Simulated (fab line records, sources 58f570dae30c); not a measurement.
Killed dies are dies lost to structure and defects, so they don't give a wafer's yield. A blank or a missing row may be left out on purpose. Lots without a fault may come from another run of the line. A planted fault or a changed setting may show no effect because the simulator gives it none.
One fault seen from 2 desks | flow berkeley_cmos170 | each desk has only its own numbers; what lay behind them comes last

THE TOOL OWNER'S DESK: furnace-02
The tool's own readings at UCB170_GATE_OXIDATION_01 (target thk 6.6 nm, ox time 1800 s): means of the sampled wafers that have a number, for each lot that ran on this tool. A lot is out of limits, marked OUT, if its mean lies more than 4 standard deviations from the usual mean; the brackets give that distance.
Columns: A = ox_temp_c at UCB170_GATE_OXIDATION_01, usual 850.1 C; B = zone_power_source_pct at UCB170_GATE_OXIDATION_01, usual 22.1 %
lot  | first seen here | A     | B
L949 | day 7 03:16     | 850.0 | 21.8
L952 | day 7 11:22     | 849.4 | 21.6
L953 | day 7 11:22     | 850.4 | 21.5
This desk's finding: nothing out of limits on any of the 3 lots.

THE METROLOGY DESK
What the gauges read, lot by lot, whatever tool the lot ran on: means of the sampled wafers that have a number. A lot is out of limits, marked OUT, if its mean lies more than 4 standard deviations from the usual mean; the brackets give that distance.
Columns: A = M1_OVL at UCB170_M1_OVL_MEAS_10, usual -4 nm; B = V2_OVL at UCB170_V2_OVL_MEAS_13, usual -3 nm; C = M3_BOW at UCB170_M3_BOW_MEAS_20, usual 35 um
lot  | first seen here | A   | B   | C
L946 | day 6 19:34     | 3   | -4  | 35
L947 | day 7 07:35     | -6  | -2  | 26
L949 | day 8 08:23     | -14 | -1  | 32
L952 | day 8 17:50     | -8  | -0  | 41
L953 | day 8 20:03     | -2  | -11 | 37
L954 | day 9 04:43     | -6  | -3  | 42
L960 | day 10 09:37    | -3  | -3  | 39
L961 | day 10 09:47    | -7  | -5  | 27
L969 | day 11 18:19    | -9  | -2  | 28
L967 | day 11 22:02    | -4  | -7  | 38
L968 | day 11 22:41    | -3  | -10 | 39
This desk's finding: nothing out of limits on any of the 11 lots.

PUT TOGETHER
The tool owner's desk saw nothing out of limits.
The metrology desk saw nothing out of limits.

WHAT THE SIMULATOR HAD PUT IN
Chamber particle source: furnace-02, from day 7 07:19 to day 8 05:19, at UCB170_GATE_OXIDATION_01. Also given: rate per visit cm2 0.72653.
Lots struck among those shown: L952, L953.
